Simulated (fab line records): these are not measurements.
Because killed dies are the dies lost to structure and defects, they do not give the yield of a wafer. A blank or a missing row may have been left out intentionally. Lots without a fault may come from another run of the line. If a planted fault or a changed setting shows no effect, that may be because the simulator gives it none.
What tool caused it? | flow berkeley_cmos170 | 42 wafers from 14 lots sampled at 5 of the route's 331 steps

## WHAT EACH GAUGE READ, for each wafer
UCB170_FIELD_THK_MEAS_90.
lot  | measured    | on            | FIELD_OXIDE_LEFT_1_THK (nm)
L560 | day 6 00:55 | film_metro-04 | 448 456 451
L559 | day 6 00:55 | film_metro-02 | 441 445 435
L558 | day 6 00:55 | film_metro-03 | 419 427 425
L562 | day 6 12:16 | film_metro-03 | 440 436 441
L566 | day 7 16:17 | film_metro-02 | 440 448 447
L568 | day 7 23:31 | film_metro-03 | 424 430 420
L571 | day 7 23:35 | film_metro-03 | 443 437 436
L573 | day 8 20:16 | film_metro-04 | 429 427 424
L574 | day 8 20:20 | film_metro-04 | 446 446 461
L572 | day 8 20:17 | film_metro-02 | 452 450 435
L576 | day 9 12:56 | film_metro-03 | 427 424 430
L577 | day 9 22:19 | film_metro-04 | 446 436 443
L578 | day 9 22:37 | film_metro-03 | 448 430 445
L581 | day 9 22:16 | film_metro-02 | 443 448 437

UCB170_GATE_THK_MEAS_02.
lot  | measured     | on            | GATE_OXIDE_THK (nm)
L560 | day 7 03:20  | film_metro-02 | 6.72 6.66 6.81
L559 | day 7 03:17  | film_metro-01 | 6.74 6.55 6.72
L558 | day 7 03:18  | film_metro-03 | 6.51 6.62 6.52
L562 | day 7 13:40  | film_metro-03 | 6.97 6.84 6.76
L566 | day 8 13:58  | film_metro-02 | 6.47 6.52 6.58
L568 | day 9 00:26  | film_metro-01 | 6.54 6.43 6.54
L571 | day 9 00:22  | film_metro-03 | 6.64 6.75 6.63
L573 | day 10 01:13 | film_metro-03 | 6.48 6.61 6.41
L574 | day 10 01:09 | film_metro-02 | 6.51 6.55 6.66
L572 | day 10 01:10 | film_metro-03 | 6.72 6.68 6.71
L576 | day 10 09:41 | film_metro-03 | 6.48 6.47 6.42
L577 | day 11 00:56 | film_metro-01 | 6.60 6.59 6.52
L578 | day 11 01:01 | film_metro-02 | 6.62 6.62 6.49
L581 | day 11 01:00 | film_metro-03 | 6.63 6.58 6.54

UCB170_PLDD_TW_MEAS_11.
lot  | measured     | on            | PLDD_TW
L560 | day 7 13:47  | film_metro-02 | 1020 1020 1010
L559 | day 7 13:29  | film_metro-01 | 1005 1011 1014
L558 | day 7 13:46  | film_metro-04 | 1002 1004 1005
L562 | day 8 02:29  | film_metro-02 | 1015 1018 1019
L566 | day 8 22:49  | film_metro-01 | 30 30 30
L568 | day 9 14:35  | film_metro-01 | 30 30 30
L571 | day 9 14:59  | film_metro-04 | 1004 1007 1010
L573 | day 10 12:02 | film_metro-02 | 1011 1018 1006
L574 | day 10 11:34 | film_metro-02 | 1014 1010 1014
L572 | day 10 11:49 | film_metro-01 | 1005 1008 1005
L576 | day 10 22:20 | film_metro-01 | 1012 1009 1009
L577 | day 11 15:43 | film_metro-01 | 1015 1016 1010
L578 | day 11 15:55 | film_metro-02 | 1018 1015 1015
L581 | day 11 16:28 | film_metro-01 | 1010 1010 1015

## WHAT TOOL EACH LOT RAN ON (gives the tool, then ch and the chambers of the sampled wafers, and finally the start)
lot  | UCB170_PFIELD_STRIP_08              | UCB170_PLDD_DEVELOP_05
L560 | plasma_asher-01 ch 0,1, day 5 03:31 | litho_track-03 ch 0, day 7 13:00
L559 | plasma_asher-01 ch 0,1, day 5 04:04 | litho_track-02 ch 0, day 7 12:00
L558 | plasma_asher-02 ch 0,1, day 5 04:21 | litho_track-02 ch 0, day 7 13:00
L562 | plasma_asher-01 ch 0,1, day 5 19:44 | litho_track-02 ch 0, day 8 01:00
L566 | plasma_asher-02 ch 0,1, day 6 21:34 | litho_track-02 ch 0, day 8 22:00
L568 | plasma_asher-01 ch 0,1, day 7 05:55 | litho_track-02 ch 0, day 9 13:00
L571 | plasma_asher-04 ch 0,1, day 7 09:53 | litho_track-03 ch 0, day 9 14:00
L573 | plasma_asher-04 ch 0, day 8 06:39   | litho_track-04 ch 0, day 10 11:00
L574 | plasma_asher-02 ch 0,1, day 8 06:50 | litho_track-04 ch 0, day 10 10:00
L572 | plasma_asher-04 ch 0,1, day 8 07:09 | litho_track-03 ch 0, day 10 11:00
L576 | plasma_asher-01 ch 0,1, day 8 17:43 | litho_track-04 ch 0, day 10 21:00
L577 | plasma_asher-01 ch 0,1, day 9 05:59 | litho_track-03 ch 0, day 11 15:00
L578 | plasma_asher-04 ch 0,1, day 9 06:17 | litho_track-04 ch 0, day 11 15:00
L581 | plasma_asher-02 ch 0,1, day 9 06:29 | litho_track-03 ch 0, day 11 15:00
- UCB170_PFIELD_STRIP_08: strips in O2.
- UCB170_PLDD_DEVELOP_05: develop time 45 s.

## WHAT THE TOOLS THEMSELVES READ (means of the sampled wafers that have a number; where no wafer has one, the mark that the record gives instead)
UCB170_PFIELD_STRIP_08.
lot  | tool            | drypump_motor_current_A (A) | oes_product_au (a.u.) | strip_time_to_endpoint_s (s)
L560 | plasma_asher-01 | 5.5                         | 0.735                 | 21.72
L559 | plasma_asher-01 | 5.5                         | 0.735                 | 21.70
L558 | plasma_asher-02 | 5.6                         | 0.734                 | 21.68
L562 | plasma_asher-01 | 5.5                         | 0.731                 | 21.68
L566 | plasma_asher-02 | 5.7                         | 0.737                 | 21.62
L568 | plasma_asher-01 | 5.3                         | 0.737                 | 21.63
L571 | plasma_asher-04 | 6.2                         | 0.735                 | 21.65
L573 | plasma_asher-04 | 6.5                         | 0.737                 | 21.65
L574 | plasma_asher-02 | 5.7                         | 0.733                 | 21.68
L572 | plasma_asher-04 | 6.2                         | 0.732                 | 21.65
L576 | plasma_asher-01 | 5.5                         | 0.734                 | 21.63
L577 | plasma_asher-01 | 5.5                         | 0.731                 | 21.65
L578 | plasma_asher-04 | 5.9                         | 0.735                 | 21.64
L581 | plasma_asher-02 | 5.5                         | 0.737                 | 21.66

## THE ANSWER, worked out from the rows above alone
Rule: what is usual is taken from the lots themselves. The widest of any qualifying gaps counts: lots, ordered by their means at a reading, are off when they make up no more than a third of the lots, leave a main group of 4 or more, and stand apart from it by 3 or more times the standard deviation of that group's means. The tables above print the reading to a certain number of digits; a main group whose means all agree to those digits is not used. Also off: a lot with no number at a reading for which 4 or more lots have one. All remaining lots with rows at the step are treated as sound. First the gauges in route order, then the tools' own readings, where a lot's mean is used as printed above. The first step at which some lot is off is used, and at that step the reading that is off furthest; a lot without a number counts as furthest.
Off: L566, L568, at UCB170_PLDD_TW_MEAS_11 (PLDD_TW). For the main group the mean is 1011 and the standard deviation 4.1.
If a tool, at a process step before that reading, ran all the lots that are off and no sound lot after the first of them, it fits. Those tools and the gauges at UCB170_PLDD_TW_MEAS_11 are tried in the same way. One fits: UCB170_PLDD_DEVELOP_05 on litho_track-02. A fault onset in the window from L562 (day 8 01:00, its last sound lot) to L566 (day 8 22:00, its first lot off) fits.

## WHAT HAD BEEN PUT IN BY THE SIMULATOR
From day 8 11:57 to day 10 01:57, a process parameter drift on litho_track-02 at UCB170_PLDD_DEVELOP_05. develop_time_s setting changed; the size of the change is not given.
Struck lots among those shown: L566, L568. The same result came from the rule above.
